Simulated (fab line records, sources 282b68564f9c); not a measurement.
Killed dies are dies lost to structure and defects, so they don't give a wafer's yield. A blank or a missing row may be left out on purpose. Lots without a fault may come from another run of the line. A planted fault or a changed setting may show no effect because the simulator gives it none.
fab line records | flow rit_cmos
record lots=15 wafers=45 last_day=8
route steps=202 shown NWELL@51 NRETRO@63 GATE@83 NLDD@108
lots that met no fault: from a run of the same line without faults
start_h: hours from the record's first day to the start of the lot's first wafer shown | wait_h: hours since the lot's step before | " the same as in the row above | L1.1+2: a row that stands for several wafers | - no value, or no start given | * or withheld: withheld | < > ~ a bound
route shown NAME@n: a module of which the file shows steps, and the number in the route of the first | usual: mean/standard deviation of fault-free wafers | same: alike in all rows | chamber/n: place in a boat | sites: the reading at each site | _std_site: their standard deviation | _edge_site: outer sites' mean less inner sites' | radius_mm: how far each site lies from the wafer's centre | mask NAME#n: copy n | behind: the tool/chamber that last shaped the wafer | hold: why the lot was held/for how many hours/how that ended | device: the transistor (n, p or np) that didn't switch | end of line: the same wafers' tests at the end of the route | a step without rows: its recipe alone | killed: dies lost to structure and defects at the first sort, not the wafer's yield | map: a wafer's dies, x killed, . not, _ none there
set.NAME: the setting as run; set.NAME@STEP: as run at that earlier step | model.NAME: the simulator's own value behind a step, which no gauge read
steps of the route over a sample of lots; a table a step, a row a wafer
## steps
# step RIT_WELLDRIVE_RS_MEAS_01
# recipe thk_meas_gauge=four-point-probe
# usual NWELL_RS=273.0/0.74
# columns lot.wafer tool chamber start_h wait_h NWELL_RS[ohm/sq]
L564.3 film_metro-02 - 30.21 0.0 272.9
L564.4 " - " " 273.2
L564.5 " - " " 273.1
L565.4 film_metro-04 - 34.54 0.1 272.9
L565.5 " - " " 272.6
L565.6 " - " " 272.1
L566.1 film_metro-02 - 40.87 0.0 272.5
L566.5 " - " " 272.5
L566.6 " - " " 272.7
L569.1 film_metro-03 - 56.10 0.0 272.7
L569.4 " - " " 272.7
L569.5 " - " " 272.7
L571.1 film_metro-02 - 65.51 0.0 274.4
L571.2 " - " " 273.9
L571.6 " - " " 273.3
L572.2 film_metro-02 - 70.59 0.0 272.4
L572.5 " - " " 272.5
L572.6 " - " " 272.4
L573.2 film_metro-02 - 73.68 0.0 273.7
L573.3 " - " " 273.5
L573.4 " - " " 274.2
L575.1 film_metro-03 - 85.40 0.0 273.8
L575.2 " - " " 273.4
L575.6 " - " " 273.4
L576.1 film_metro-03 - 90.49 0.0 273.8
L576.4 " - " " 273.6
L576.6 " - " " 273.9
L577.1 film_metro-03 - 96.18 0.0 274.1
L577.2 " - " " 273.4
L577.5 " - " " 273.3
L578.1 film_metro-04 - 100.61 0.0 273.4
L578.4 " - " " 274.2
L578.6 " - " " 272.4
L579.2 film_metro-04 - 103.57 0.0 273.4
L579.4 " - " " 273.3
L579.5 " - " " 273.5
L580.1 film_metro-04 - 110.82 0.0 272.5
L580.2 " - " " 272.0
L580.4 " - " " 271.8
L581.1 film_metro-03 - 115.08 0.0 273.1
L581.5 " - " " 272.6
L581.6 " - " " 273.5
L587.1 film_metro-03 - 149.86 0.0 272.3
L587.3 " - " " 273.0
L587.4 " - " " 272.8
# step RIT_NRETRO_TW_MEAS_10
# usual NRETRO_TW=1060/7.6
# columns lot.wafer tool chamber start_h wait_h NRETRO_TW
L564.3 film_metro-01 - 31.92 0.1 1058
L564.4 " - " " 1061
L564.5 " - " " 1058
L565.4 film_metro-02 - 36.24 0.1 1073
L565.5 " - " " 1070
L565.6 " - " " 1060
L566.1 film_metro-02 - 42.67 0.1 1066
L566.5 " - " " 1068
L566.6 " - " " 1070
L569.1 film_metro-01 - 57.83 0.1 1055
L569.4 " - " " 1057
L569.5 " - " " 1057
L571.1 film_metro-04 - 67.36 0.1 1049
L571.2 " - " " 1042
L571.6 " - " " 1047
L572.2 film_metro-01 - 72.31 0.1 1055
L572.5 " - " " 1049
L572.6 " - " " 1058
L573.2 film_metro-02 - 75.51 0.1 1065
L573.3 " - " " 1062
L573.4 " - " " 1069
L575.1 film_metro-01 - 87.26 0.1 1058
L575.2 " - " " 1060
L575.6 " - " " 1052
L576.1 film_metro-04 - 92.34 0.1 1045
L576.4 " - " " 1050
L576.6 " - " " 1057
L577.1 film_metro-01 - 97.91 0.1 1055
L577.2 " - " " 1065
L577.5 " - " " 1056
L578.1 film_metro-02 - 102.34 0.1 1066
L578.4 " - " " 1072
L578.6 " - " " 1066
L579.2 film_metro-02 - 105.38 0.1 1065
L579.4 " - " " 1071
L579.5 " - " " 1070
L580.1 film_metro-01 - 112.68 0.1 1063
L580.2 " - " " 1059
L580.4 " - " " 1062
L581.1 film_metro-02 - 117.06 0.1 1064
L581.5 " - " " 1064
L581.6 " - " " 1066
L587.1 film_metro-02 - 151.72 0.1 1063
L587.3 " - " " 1063
L587.4 " - " " 1065
# step RIT_GATE_THK_MEAS_07
# recipe reads=SiO2_of_GATE_OXIDATION_05
# usual GATE_OXIDE_THK=3.02/0.058
# columns lot.wafer tool chamber start_h wait_h GATE_OXIDE_THK[nm]
L564.3 film_metro-01 - 35.50 0.0 3.17
L564.4 " - " " 3.20
L564.5 " - " " 3.06
L565.4 film_metro-03 - 40.96 0.0 2.93
L565.5 " - " " 3.00
L565.6 " - " " 2.98
L566.1 film_metro-03 - 47.53 0.0 3.00
L566.5 " - " " 3.01
L566.6 " - " " 3.09
L569.1 film_metro-01 - 61.37 0.0 3.09
L569.4 " - " " 3.09
L569.5 " - " " 3.04
L571.1 film_metro-01 - 73.20 0.0 2.97
L571.2 " - " " 2.94
L571.6 " - " " 3.04
L572.2 film_metro-01 - 75.85 0.0 3.05
L572.5 " - " " 3.03
L572.6 " - " " 2.98
L573.2 film_metro-02 - 80.33 0.0 2.90
L573.3 " - " " 2.97
L573.4 " - " " 2.90
L575.1 film_metro-02 - 90.86 0.0 3.06
L575.2 " - " " 3.08
L575.6 " - " " 3.09
L576.1 film_metro-03 - 97.77 0.0 3.01
L576.4 " - " " 3.03
L576.6 " - " " 3.02
L577.1 film_metro-03 - 102.76 0.0 2.96
L577.2 " - " " 3.04
L577.5 " - " " 3.06
L578.1 film_metro-01 - 105.92 0.0 2.99
L578.4 " - " " 2.99
L578.6 " - " " 2.92
L579.2 film_metro-01 - 109.86 0.0 3.01
L579.4 " - " " 2.98
L579.5 " - " " 3.01
L580.1 film_metro-02 - 116.53 0.0 2.99
L580.2 " - " " 3.07
L580.4 " - " " 3.00
L581.1 film_metro-03 - 120.49 0.0 2.99
L581.5 " - " " 2.93
L581.6 " - " " 3.01
L587.1 film_metro-01 - 158.63 0.0 3.00
L587.3 " - " " 2.98
L587.4 " - " " 2.90
# step RIT_NLDD_DEVELOP_05
# recipe resist=NOVOLAK develop_time_s=50 dev_temp_c=23
# usual chill_plate_temp_C=22.98/0.11 develop_time_s=50/0
# columns lot.wafer tool chamber start_h wait_h chill_plate_temp_C develop_time_s
L564.3 litho_track-04 0 44 - 22.77 50
L564.4 " 0 " " 22.86 50
L564.5 " 0 " " 22.89 50
L565.4 litho_track-02 0 48 - 22.95 50
L565.5 " 0 " " 23.04 50
L565.6 " 0 " " 23.03 50
L566.1 litho_track-02 0 55 - 22.92 50
L566.5 " 0 " " 22.97 50
L566.6 " 0 " " 22.88 50
L569.1 litho_track-02 0 69 - 22.94 50
L569.4 " 0 " " 22.86 50
L569.5 " 0 " " 22.89 50
L571.1 litho_track-01 0 81 - 23.02 50
L571.2 " 0 " " 22.97 50
L571.6 " 0 " " 22.93 50
L572.2 litho_track-04 0 84 - 22.95 50
L572.5 " 0 " " 22.98 50
L572.6 " 0 " " 22.99 50
L573.2 litho_track-02 0 87 - 23.19 50
L573.3 " 0 88 - 23.19 50
L573.4 " 0 " " 23.10 50
L575.1 litho_track-04 0 98 - 22.97 50
L575.2 " 0 " " 23.00 50
L575.6 " 0 " " 22.83 50
L576.1 litho_track-02 0 105 - 23.05 50
L576.4 " 0 " " 23.03 50
L576.6 " 0 " " 23.16 50
L577.1 litho_track-04 - 110 - - -
L577.2 " - " " - -
L577.5 " - " " - -
L578.1 litho_track-04 - 113 - - -
L578.4 " - " " - -
L578.6 " - " " - -
L579.2 litho_track-02 - 117 - - -
L579.4 " - " " - -
L579.5 " - " " - -
L580.1 litho_track-04 0 124 - 22.95 50
L580.2 " 0 " " 23.01 50
L580.4 " 0 " " 22.96 50
L581.1 litho_track-02 0 127 - 23.03 50
L581.5 " 0 " " 22.99 50
L581.6 " 0 " " 23.15 50
L587.1 litho_track-01 0 166 - 22.67 50
L587.3 " 0 " " 22.91 50
L587.4 " 0 " " 22.80 50
## key
first_sign step=RIT_NLDD_DEVELOP_05 reading=tool_record direction=missing
effect none on later readings
met_at RIT_NLDD_DEVELOP_05
struck_lots L577,L578,L579
sort_left_out L577.1,L577.2,L577.5,L578.1,L578.4,L578.6,L579.2,L579.4,L579.5
tester_left_out L577,L578,L579
not_acting_at RIT_WELLDRIVE_RS_MEAS_01,RIT_NRETRO_TW_MEAS_10,RIT_GATE_THK_MEAS_07
onset_between 105 110
fault kind=skipped_step_whole tool=litho_track-02,litho_track-04 chamber=- onset_h=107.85 steps=RIT_NLDD_DEVELOP_05 scope=struck_lots_only
# tester_left_out: of these lots the tester's yield and bins aren't shown, on N5 and GAA mostly nor the transistor test; their killed dies are dies lost to structure and defects alone, not to doping, threshold or leakage, so they don't give the yield
# sort_left_out: the simulated sort isn't trusted on such a fault, so these wafers' sort isn't shown, and their yield isn't known
